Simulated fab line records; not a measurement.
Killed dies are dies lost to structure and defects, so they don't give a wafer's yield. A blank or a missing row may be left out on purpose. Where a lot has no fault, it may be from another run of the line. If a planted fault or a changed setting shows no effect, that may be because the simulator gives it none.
Split-lot experiment / flow rit_cmos / route with 202 steps; 5 lots, 23 wafers read

## THE SPLIT
At RIT_PRETRO_IMPLANT_08, the setting energy_kev was moved away from the recipe's 45 on 9 of the 23 wafers read, by -4.1% to +4.3%. All remaining wafers had this setting at the recipe value.

Reading taken at the split's own step.

## THE READING
implant.drp_nm (the simulator's own value, which no gauge read), in nm, at RIT_PRETRO_IMPLANT_08. The file gives no usual value for it.

wafer=L075.1; tool, chamber at the split=implanter-02, 0; energy_kev as run=45; against the recipe=recipe; implant.drp_nm, nm=55.07; against lot-mates on the recipe=-
wafer=L075.3; tool, chamber at the split=implanter-02, 0; energy_kev as run=45; against the recipe=recipe; implant.drp_nm, nm=55.07; against lot-mates on the recipe=-
wafer=L075.5; tool, chamber at the split=implanter-02, 0; energy_kev as run=45; against the recipe=recipe; implant.drp_nm, nm=55.07; against lot-mates on the recipe=-
wafer=L076.2; tool, chamber at the split=implanter-02, 0; energy_kev as run=45; against the recipe=recipe; implant.drp_nm, nm=55.07; against lot-mates on the recipe=-
wafer=L076.3; tool, chamber at the split=implanter-02, 0; energy_kev as run=45; against the recipe=recipe; implant.drp_nm, nm=55.07; against lot-mates on the recipe=-
wafer=L076.4; tool, chamber at the split=implanter-02, 0; energy_kev as run=45; against the recipe=recipe; implant.drp_nm, nm=55.07; against lot-mates on the recipe=-
wafer=L076.5; tool, chamber at the split=implanter-02, 0; energy_kev as run=43.21; against the recipe=-4.0%; implant.drp_nm, nm=53.75; against lot-mates on the recipe=-1.32
wafer=L076.6; tool, chamber at the split=implanter-02, 0; energy_kev as run=43.21; against the recipe=-4.0%; implant.drp_nm, nm=53.75; against lot-mates on the recipe=-1.32
wafer=L077.1; tool, chamber at the split=implanter-01, 0; energy_kev as run=46.49; against the recipe=+3.3%; implant.drp_nm, nm=56.14; against lot-mates on the recipe=+1.07
wafer=L077.4; tool, chamber at the split=implanter-01, 0; energy_kev as run=46.49; against the recipe=+3.3%; implant.drp_nm, nm=56.14; against lot-mates on the recipe=+1.07
wafer=L077.5; tool, chamber at the split=implanter-01, 0; energy_kev as run=46.49; against the recipe=+3.3%; implant.drp_nm, nm=56.14; against lot-mates on the recipe=+1.07
wafer=L077.3; tool, chamber at the split=implanter-01, 0; energy_kev as run=45; against the recipe=recipe; implant.drp_nm, nm=55.07; against lot-mates on the recipe=-
wafer=L077.6; tool, chamber at the split=implanter-01, 0; energy_kev as run=45; against the recipe=recipe; implant.drp_nm, nm=55.07; against lot-mates on the recipe=-
wafer=L082.1; tool, chamber at the split=implanter-01, 0; energy_kev as run=46.94; against the recipe=+4.3%; implant.drp_nm, nm=56.46; against lot-mates on the recipe=+1.39
wafer=L082.6; tool, chamber at the split=implanter-01, 0; energy_kev as run=46.94; against the recipe=+4.3%; implant.drp_nm, nm=56.46; against lot-mates on the recipe=+1.39
wafer=L082.2; tool, chamber at the split=implanter-01, 0; energy_kev as run=45; against the recipe=recipe; implant.drp_nm, nm=55.07; against lot-mates on the recipe=-
wafer=L082.4; tool, chamber at the split=implanter-01, 0; energy_kev as run=45; against the recipe=recipe; implant.drp_nm, nm=55.07; against lot-mates on the recipe=-
wafer=L082.5; tool, chamber at the split=implanter-01, 0; energy_kev as run=45; against the recipe=recipe; implant.drp_nm, nm=55.07; against lot-mates on the recipe=-
wafer=L083.1; tool, chamber at the split=implanter-02, 0; energy_kev as run=45; against the recipe=recipe; implant.drp_nm, nm=55.07; against lot-mates on the recipe=-
wafer=L083.2; tool, chamber at the split=implanter-02, 0; energy_kev as run=45; against the recipe=recipe; implant.drp_nm, nm=55.07; against lot-mates on the recipe=-
wafer=L083.3; tool, chamber at the split=implanter-02, 0; energy_kev as run=45; against the recipe=recipe; implant.drp_nm, nm=55.07; against lot-mates on the recipe=-
wafer=L083.5; tool, chamber at the split=implanter-02, 0; energy_kev as run=43.14; against the recipe=-4.1%; implant.drp_nm, nm=53.7; against lot-mates on the recipe=-1.37
wafer=L083.6; tool, chamber at the split=implanter-02, 0; energy_kev as run=43.14; against the recipe=-4.1%; implant.drp_nm, nm=53.7; against lot-mates on the recipe=-1.37

THE FIT
A straight line over all 23 wafers: implant.drp_nm changes by +0.327 nm for each +1% of energy_kev; r = +1.00; the points scatter about the line by 0.0089 nm.
The same after taking each lot's own level away (the mean of its wafers on the recipe; 23 wafers): +0.327 nm for each +1%; r = +1.00; scatter 0.0089 nm.
Per that fit: largest energy_kev move, reading shift of 1.4 nm.
The lots' own levels span 55.070 to 55.070 nm.
Hence the lot-to-lot level has little effect on the slope; both slopes agree.
Check: with one of the wafers moved furthest among these (+4.3%) left out of the fit, the line predicts +1.41 nm for it against its lot-mates. Against them it came out at +1.39 nm.

## FURTHER SPLITS ON THESE WAFERS
Other splits were also applied to these wafers ahead of the reading. Each is held against what the fit with the lots' levels taken away leaves over:
other split on the same wafers=RIT_ACTIVE_OXIDATION_01 temp_c; wafers away from the commonest value=18; r with implant.drp_nm (lot level and that fit taken away)=-0.01
other split on the same wafers=RIT_ACTIVE_COAT_06 spin_rpm; wafers away from the commonest value=7; r with implant.drp_nm (lot level and that fit taken away)=+0.25
other split on the same wafers=RIT_ACTIVE_ETCH_13 over_etch_frac; wafers away from the commonest value=5; r with implant.drp_nm (lot level and that fit taken away)=-0.14
other split on the same wafers=RIT_FOX2_OXIDATION_00 temp_c; wafers away from the commonest value=15; r with implant.drp_nm (lot level and that fit taken away)=-0.03
other split on the same wafers=RIT_NWELL_COAT_01 resist_thk_nm; wafers away from the commonest value=9; r with implant.drp_nm (lot level and that fit taken away)=-0.10
other split on the same wafers=RIT_NWELL_DEVELOP_05 develop_time_s; wafers away from the commonest value=9; r with implant.drp_nm (lot level and that fit taken away)=+0.15
other split on the same wafers=RIT_NRETRO_IMPLANT_08 dose_cm2; wafers away from the commonest value=4; r with implant.drp_nm (lot level and that fit taken away)=+0.24

## THE WHOLE CHAIN: every reading that the file lists as answering this split, in the file's order
step=RIT_PRETRO_IMPLANT_08; what it does=; reading=implant.rp_nm (the simulator's own value, which no gauge read); change (the file's fit)=+1.37 nm for each +1% of the setting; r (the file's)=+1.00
step=RIT_PRETRO_IMPLANT_08; what it does=; reading=implant.drp_nm (the simulator's own value, which no gauge read); change (the file's fit)=+0.327 nm for each +1% of the setting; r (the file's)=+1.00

## FILE'S OWN FIT
implant.drp_nm changes by +0.327 nm for each +1% of energy_kev, r = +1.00.
